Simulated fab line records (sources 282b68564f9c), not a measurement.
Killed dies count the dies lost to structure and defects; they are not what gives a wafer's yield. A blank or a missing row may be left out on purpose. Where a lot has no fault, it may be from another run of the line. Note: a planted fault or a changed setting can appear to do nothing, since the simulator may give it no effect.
fab line records :: flow rit-cmos
record
  lots=15
  wafers=45
  last-day=7
route steps=202 shown ACTIVE@11 M1@202
lots that met no fault: from a run of the same line without faults
start-h: start of the lot's first displayed wafer, in hours after the record's first day :: wait-h: time in hours since the lot's previous step :: " identical to the entry in the row above :: L1.1+2: one row covering several wafers at once :: - no value, or no start given :: * or withheld: withheld :: < > ~ a bound
route shown NAME@n: a module of which the file shows steps, and the number in the route of the first :: usual: mean/standard deviation of fault-free wafers :: same: alike in all rows :: chamber/n: place in a boat :: sites: per-site readings :: _std_site: standard deviation across them :: _edge_site: inner sites' mean taken away from outer sites' mean :: radius-mm: for every site, how far away it sits from the centre of the wafer :: mask NAME#n: copy n :: behind: the most recent tool/chamber to have shaped the wafer :: hold: what put the lot on hold/how long, in hours/how the hold closed :: device: which transistor (n, p or np) failed to switch :: end of line: tests of these same wafers at the route's end :: a step given without rows: its recipe and nothing more :: killed: count of dies lost to structure and defects at first sort (not the wafer's yield) :: map: per-die view of a wafer (x killed, . not killed, _ where there is no die)
set.NAME: the setting that was run; set.NAME@STEP: the one run at that earlier step :: model.NAME: the simulator's own value behind a step, which no gauge read
route steps across a sampled set of lots; one table per step, one row per wafer
## steps
# step RIT_ACTIVE_DEVELOP_10
# recipe
  resist=NOVOLAK
  develop-time-s=50
  dev-temp-c=23
# usual
  chill-plate-temp-C=23.01/0.11
lot.wafer: L748.1
tool: litho-track-03
chamber: 0
start-h: 17
wait-h: -
chill-plate-temp-C: 23.13

lot.wafer: L748.4
tool: litho-track-03
chamber: 0
start-h: 17
wait-h: -
chill-plate-temp-C: 23.10

lot.wafer: L748.5
tool: litho-track-03
chamber: 0
start-h: 17
wait-h: -
chill-plate-temp-C: 23.11

lot.wafer: L750.3
tool: litho-track-03
chamber: 0
start-h: 24
wait-h: -
chill-plate-temp-C: 22.97

lot.wafer: L750.4
tool: litho-track-03
chamber: 0
start-h: 24
wait-h: -
chill-plate-temp-C: 22.86

lot.wafer: L750.5
tool: litho-track-03
chamber: 0
start-h: 24
wait-h: -
chill-plate-temp-C: 22.79

lot.wafer: L752.1
tool: litho-track-03
chamber: 0
start-h: 34
wait-h: -
chill-plate-temp-C: 23.22

lot.wafer: L752.2
tool: litho-track-03
chamber: 0
start-h: 34
wait-h: -
chill-plate-temp-C: 23.06

lot.wafer: L752.3
tool: litho-track-03
chamber: 0
start-h: 35
wait-h: -
chill-plate-temp-C: 23.16

lot.wafer: L753.1
tool: litho-track-03
chamber: 0
start-h: 40
wait-h: -
chill-plate-temp-C: 22.97

lot.wafer: L753.3
tool: litho-track-03
chamber: 0
start-h: 40
wait-h: -
chill-plate-temp-C: 22.91

lot.wafer: L753.4
tool: litho-track-03
chamber: 0
start-h: 40
wait-h: -
chill-plate-temp-C: 22.74

lot.wafer: L754.2
tool: litho-track-03
chamber: 0
start-h: 45
wait-h: -
chill-plate-temp-C: 23.07

lot.wafer: L754.3
tool: litho-track-03
chamber: 0
start-h: 45
wait-h: -
chill-plate-temp-C: 22.98

lot.wafer: L754.6
tool: litho-track-03
chamber: 0
start-h: 45
wait-h: -
chill-plate-temp-C: 23.01

lot.wafer: L755.3
tool: litho-track-02
chamber: 0
start-h: 49
wait-h: -
chill-plate-temp-C: 23.10

lot.wafer: L755.5
tool: litho-track-02
chamber: 0
start-h: 50
wait-h: -
chill-plate-temp-C: 23.11

lot.wafer: L755.6
tool: litho-track-02
chamber: 0
start-h: 50
wait-h: -
chill-plate-temp-C: 23.03

lot.wafer: L756.1
tool: litho-track-03
chamber: 0
start-h: 56
wait-h: -
chill-plate-temp-C: 23.17

lot.wafer: L756.2
tool: litho-track-03
chamber: 0
start-h: 56
wait-h: -
chill-plate-temp-C: 23.10

lot.wafer: L756.3
tool: litho-track-03
chamber: 0
start-h: 56
wait-h: -
chill-plate-temp-C: 23.14

lot.wafer: L757.4
tool: litho-track-04
chamber: 0
start-h: 61
wait-h: -
chill-plate-temp-C: 22.98

lot.wafer: L757.5
tool: litho-track-04
chamber: 0
start-h: 61
wait-h: -
chill-plate-temp-C: 23.11

lot.wafer: L757.6
tool: litho-track-04
chamber: 0
start-h: 61
wait-h: -
chill-plate-temp-C: 23.16

lot.wafer: L762.1
tool: litho-track-04
chamber: 0
start-h: 90
wait-h: -
chill-plate-temp-C: 23.15

lot.wafer: L762.5
tool: litho-track-04
chamber: 0
start-h: 90
wait-h: -
chill-plate-temp-C: 23.02

lot.wafer: L762.6
tool: litho-track-04
chamber: 0
start-h: 90
wait-h: -
chill-plate-temp-C: 23.01

lot.wafer: L764.1
tool: litho-track-04
chamber: 0
start-h: 94
wait-h: -
chill-plate-temp-C: 22.92

lot.wafer: L764.3
tool: litho-track-04
chamber: 0
start-h: 94
wait-h: -
chill-plate-temp-C: 23.06

lot.wafer: L764.5
tool: litho-track-04
chamber: 0
start-h: 94
wait-h: -
chill-plate-temp-C: 22.93

lot.wafer: L766.2
tool: litho-track-04
chamber: 0
start-h: 104
wait-h: -
chill-plate-temp-C: 22.84

lot.wafer: L766.5
tool: litho-track-04
chamber: 0
start-h: 104
wait-h: -
chill-plate-temp-C: 23.04

lot.wafer: L766.6
tool: litho-track-04
chamber: 0
start-h: 104
wait-h: -
chill-plate-temp-C: 22.89

lot.wafer: L768.1
tool: litho-track-03
chamber: 0
start-h: 118
wait-h: -
chill-plate-temp-C: 22.89

lot.wafer: L768.5
tool: litho-track-03
chamber: 0
start-h: 118
wait-h: -
chill-plate-temp-C: 23.04

lot.wafer: L768.6
tool: litho-track-03
chamber: 0
start-h: 118
wait-h: -
chill-plate-temp-C: 22.93

lot.wafer: L769.2
tool: litho-track-04
chamber: 0
start-h: 122
wait-h: -
chill-plate-temp-C: 22.95

lot.wafer: L769.5
tool: litho-track-04
chamber: 0
start-h: 122
wait-h: -
chill-plate-temp-C: 22.93

lot.wafer: L769.6
tool: litho-track-04
chamber: 0
start-h: 122
wait-h: -
chill-plate-temp-C: 23.00

lot.wafer: L770.1
tool: litho-track-04
chamber: 0
start-h: 125
wait-h: -
chill-plate-temp-C: 23.05

lot.wafer: L770.2
tool: litho-track-04
chamber: 0
start-h: 125
wait-h: -
chill-plate-temp-C: 23.01

lot.wafer: L770.4
tool: litho-track-04
chamber: 0
start-h: 125
wait-h: -
chill-plate-temp-C: 23.07

lot.wafer: L771.4
tool: litho-track-04
chamber: 0
start-h: 129
wait-h: -
chill-plate-temp-C: 23.09

lot.wafer: L771.5
tool: litho-track-04
chamber: 0
start-h: 129
wait-h: -
chill-plate-temp-C: 23.18

lot.wafer: L771.6
tool: litho-track-04
chamber: 0
start-h: 129
wait-h: -
chill-plate-temp-C: 23.16
# step RIT_ACTIVE_CD_MEAS_11
# recipe
  target-cd-nm=1400
# usual
  cd-nm=1399.8/2.2
lot.wafer: L748.1
tool: cd-sem-02
chamber: -
start-h: 17.46
wait-h: -
hold: -
cd-nm: 1399.1

lot.wafer: L748.4
tool: cd-sem-02
chamber: -
start-h: 17.46
wait-h: -
hold: -
cd-nm: 1400.0

lot.wafer: L748.5
tool: cd-sem-02
chamber: -
start-h: 17.46
wait-h: -
hold: -
cd-nm: 1401.3

lot.wafer: L750.3
tool: cd-sem-01
chamber: -
start-h: 24.87
wait-h: -
hold: -
cd-nm: 1399.3

lot.wafer: L750.4
tool: cd-sem-01
chamber: -
start-h: 24.87
wait-h: -
hold: -
cd-nm: 1398.7

lot.wafer: L750.5
tool: cd-sem-01
chamber: -
start-h: 24.87
wait-h: -
hold: -
cd-nm: 1397.9

lot.wafer: L752.1
tool: cd-sem-02
chamber: -
start-h: 35.09
wait-h: -
hold: -
cd-nm: 1401.9

lot.wafer: L752.2
tool: cd-sem-02
chamber: -
start-h: 35.09
wait-h: -
hold: -
cd-nm: 1402.8

lot.wafer: L752.3
tool: cd-sem-02
chamber: -
start-h: 35.09
wait-h: -
hold: -
cd-nm: 1402.3

lot.wafer: L753.1
tool: cd-sem-02
chamber: -
start-h: 40.34
wait-h: -
hold: await-dispo/0.2h/release
cd-nm: 1379.5

lot.wafer: L753.3
tool: cd-sem-02
chamber: -
start-h: 40.34
wait-h: -
hold: await-dispo/0.2h/release
cd-nm: 1379.8

lot.wafer: L753.4
tool: cd-sem-02
chamber: -
start-h: 40.34
wait-h: -
hold: await-dispo/0.2h/release
cd-nm: 1381.7

lot.wafer: L753.1
tool: cd-sem-02
chamber: -
start-h: 40.63
wait-h: 0.3
hold: -
cd-nm: 1379.7

lot.wafer: L753.3
tool: cd-sem-02
chamber: -
start-h: 40.63
wait-h: 0.3
hold: -
cd-nm: 1379.8

lot.wafer: L753.4
tool: cd-sem-02
chamber: -
start-h: 40.63
wait-h: 0.3
hold: -
cd-nm: 1381.3

lot.wafer: L754.2
tool: cd-sem-02
chamber: -
start-h: 45.92
wait-h: -
hold: await-dispo/0.2h/release
cd-nm: 1384.2

lot.wafer: L754.3
tool: cd-sem-02
chamber: -
start-h: 45.92
wait-h: -
hold: await-dispo/0.2h/release
cd-nm: 1384.4

lot.wafer: L754.6
tool: cd-sem-02
chamber: -
start-h: 45.92
wait-h: -
hold: await-dispo/0.2h/release
cd-nm: 1387.7

lot.wafer: L754.2
tool: cd-sem-02
chamber: -
start-h: 46.35
wait-h: 0.4
hold: -
cd-nm: 1384.6

lot.wafer: L754.3
tool: cd-sem-02
chamber: -
start-h: 46.35
wait-h: 0.4
hold: -
cd-nm: 1384.5

lot.wafer: L754.6
tool: cd-sem-02
chamber: -
start-h: 46.35
wait-h: 0.4
hold: -
cd-nm: 1387.7

lot.wafer: L755.3
tool: cd-sem-01
chamber: -
start-h: 50.09
wait-h: -
hold: -
cd-nm: 1397.0

lot.wafer: L755.5
tool: cd-sem-01
chamber: -
start-h: 50.09
wait-h: -
hold: -
cd-nm: 1393.7

lot.wafer: L755.6
tool: cd-sem-01
chamber: -
start-h: 50.09
wait-h: -
hold: -
cd-nm: 1399.6

lot.wafer: L756.1
tool: cd-sem-02
chamber: -
start-h: 56.68
wait-h: -
hold: await-dispo/0.2h/release
cd-nm: 1381.1

lot.wafer: L756.2
tool: cd-sem-02
chamber: -
start-h: 56.68
wait-h: -
hold: await-dispo/0.2h/release
cd-nm: 1381.2

lot.wafer: L756.3
tool: cd-sem-02
chamber: -
start-h: 56.68
wait-h: -
hold: await-dispo/0.2h/release
cd-nm: 1379.4

lot.wafer: L756.1
tool: cd-sem-02
chamber: -
start-h: 56.97
wait-h: 0.3
hold: -
cd-nm: 1381.2

lot.wafer: L756.2
tool: cd-sem-02
chamber: -
start-h: 56.97
wait-h: 0.3
hold: -
cd-nm: 1381.1

lot.wafer: L756.3
tool: cd-sem-02
chamber: -
start-h: 56.97
wait-h: 0.3
hold: -
cd-nm: 1379.7

lot.wafer: L757.4
tool: cd-sem-01
chamber: -
start-h: 61.83
wait-h: -
hold: -
cd-nm: 1402.5

lot.wafer: L757.5
tool: cd-sem-01
chamber: -
start-h: 61.83
wait-h: -
hold: -
cd-nm: 1401.7

lot.wafer: L757.6
tool: cd-sem-01
chamber: -
start-h: 61.83
wait-h: -
hold: -
cd-nm: 1402.6

lot.wafer: L762.1
tool: cd-sem-02
chamber: -
start-h: 90.14
wait-h: -
hold: -
cd-nm: 1396.3

lot.wafer: L762.5
tool: cd-sem-02
chamber: -
start-h: 90.14
wait-h: -
hold: -
cd-nm: 1397.0

lot.wafer: L762.6
tool: cd-sem-02
chamber: -
start-h: 90.14
wait-h: -
hold: -
cd-nm: 1396.6

lot.wafer: L764.1
tool: cd-sem-02
chamber: -
start-h: 94.56
wait-h: -
hold: -
cd-nm: 1401.2

lot.wafer: L764.3
tool: cd-sem-02
chamber: -
start-h: 94.56
wait-h: -
hold: -
cd-nm: 1400.1

lot.wafer: L764.5
tool: cd-sem-02
chamber: -
start-h: 94.56
wait-h: -
hold: -
cd-nm: 1400.4

lot.wafer: L766.2
tool: cd-sem-01
chamber: -
start-h: 104.82
wait-h: -
hold: -
cd-nm: 1398.4

lot.wafer: L766.5
tool: cd-sem-01
chamber: -
start-h: 104.82
wait-h: -
hold: -
cd-nm: 1399.5

lot.wafer: L766.6
tool: cd-sem-01
chamber: -
start-h: 104.82
wait-h: -
hold: -
cd-nm: 1398.6

lot.wafer: L768.1
tool: cd-sem-02
chamber: -
start-h: 118.30
wait-h: -
hold: -
cd-nm: 1395.5

lot.wafer: L768.5
tool: cd-sem-02
chamber: -
start-h: 118.30
wait-h: -
hold: -
cd-nm: 1393.4

lot.wafer: L768.6
tool: cd-sem-02
chamber: -
start-h: 118.30
wait-h: -
hold: -
cd-nm: 1394.3

lot.wafer: L769.2
tool: cd-sem-01
chamber: -
start-h: 123.03
wait-h: -
hold: -
cd-nm: 1399.9

lot.wafer: L769.5
tool: cd-sem-01
chamber: -
start-h: 123.03
wait-h: -
hold: -
cd-nm: 1400.9

lot.wafer: L769.6
tool: cd-sem-01
chamber: -
start-h: 123.03
wait-h: -
hold: -
cd-nm: 1398.7

lot.wafer: L770.1
tool: cd-sem-01
chamber: -
start-h: 125.25
wait-h: -
hold: -
cd-nm: 1401.0

lot.wafer: L770.2
tool: cd-sem-01
chamber: -
start-h: 125.25
wait-h: -
hold: -
cd-nm: 1401.5

lot.wafer: L770.4
tool: cd-sem-01
chamber: -
start-h: 125.25
wait-h: -
hold: -
cd-nm: 1401.4

lot.wafer: L771.4
tool: cd-sem-01
chamber: -
start-h: 129.50
wait-h: -
hold: -
cd-nm: 1400.2

lot.wafer: L771.5
tool: cd-sem-01
chamber: -
start-h: 129.50
wait-h: -
hold: -
cd-nm: 1400.9

lot.wafer: L771.6
tool: cd-sem-01
chamber: -
start-h: 129.50
wait-h: -
hold: -
cd-nm: 1403.7
# step RIT_M1_PROBE_99
# usual
  killed_at_M0_to_M3=0.0/0.2
  killed-at-contacts=0.0/0.2
  killed-at-front-end=6.8/2.9
  killed-dies=6.8/2.9
  killed-open=3.3/1.9
  killed-short=3.5/2
# same
  gross-dies=264
  killed_at_M4_up=0
  killed-at-back-side=0
  killed-at-other=0
lot.wafer: L753.1
tool: prober-02
chamber: -
start-h: 102.85
wait-h: 0.1
killed_at_M0_to_M3: 0
killed-at-contacts: 0
killed-at-front-end: 6
killed-dies: 6
killed-open: 4
killed-short: 2

lot.wafer: L753.3
tool: prober-02
chamber: -
start-h: 102.95
wait-h: 0.2
killed_at_M0_to_M3: 0
killed-at-contacts: 0
killed-at-front-end: 4
killed-dies: 4
killed-open: 4
killed-short: 0

lot.wafer: L753.4
tool: prober-02
chamber: -
start-h: 103.00
wait-h: 0.2
killed_at_M0_to_M3: 0
killed-at-contacts: 0
killed-at-front-end: 5
killed-dies: 5
killed-open: 2
killed-short: 3

lot.wafer: L754.2
tool: prober-01
chamber: -
start-h: 127.63
wait-h: 0.1
killed_at_M0_to_M3: 0
killed-at-contacts: 0
killed-at-front-end: 6
killed-dies: 6
killed-open: 1
killed-short: 5

lot.wafer: L754.3
tool: prober-01
chamber: -
start-h: 127.68
wait-h: 0.2
killed_at_M0_to_M3: 0
killed-at-contacts: 0
killed-at-front-end: 2
killed-dies: 2
killed-open: 0
killed-short: 2

lot.wafer: L754.6
tool: prober-01
chamber: -
start-h: 127.83
wait-h: 0.2
killed_at_M0_to_M3: 0
killed-at-contacts: 0
killed-at-front-end: 9
killed-dies: 9
killed-open: 4
killed-short: 5
# killed by level:class
L753.1 FOX1:geometric-particle:open=1 FOX1:geometric-particle:short=1 FOX2:geometric-particle:open=1 GATE:geometric-particle:short=1 GATE:geometric-particle:open=1 SILICIDE:geometric-particle:open=1
L753.3 GATE:geometric-particle:open=2 SILICIDE:geometric-particle:open=2
L753.4 FOX1:geometric-particle:open=1 GATE:geometric-particle:short=1 REOX:geometric-particle:short=1 REOX:geometric-particle:open=1 SPACER:geometric-particle:short=1
L754.2 GATE:geometric-particle:short=3 REOX:geometric-particle:short=2 SPACER:geometric-particle:open=1
L754.3 GATE:geometric-particle:short=2
L754.6 GATE:geometric-particle:open=3 REOX:geometric-particle:short=2 FOX1:geometric-particle:short=1 GATE:geometric-particle:short=1 REOX:geometric-particle:open=1 SPACER:geometric-particle:short=1
## key
first-sign
  step=RIT_ACTIVE_CD_MEAS_11
  reading=visit
  direction=added
  through=control-loop
effect
  step=RIT_ACTIVE_CD_MEAS_11
  reading=cd-nm
  direction=down
  sigmas=8
  usual=1399.8
  struck=1382.1
  through=control-loop
met-at RIT_ACTIVE_DEVELOP_10
struck-lots L753,L754,L756
rows-end L756.1,L756.2,L756.3
tester-left-out L753,L754
loop-trim
  step=RIT_ACTIVE_EXPOSE_08
  setting=dose
  lots=L754
onset-between 34 40
fault
  kind=process-parameter-drift
  tool=litho-track-03
  chamber=-
  onset-h=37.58
  steps=RIT_ACTIVE_DEVELOP_10
  channel=develop-time-s
  offset=*
  shape=step
  end-h=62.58
  acts-in=*
  stated=*
# tester-left-out: of these lots the tester's yield and bins aren't shown, on N5 and GAA mostly nor the transistor test; their killed dies are dies lost to structure and defects alone, not to doping, threshold or leakage, so they don't give the yield
# rows-end: these wafers met a further fault down the route, and their rows from its step on are left out
# loop-trim: a control loop set the setting to another value than it would have without faults
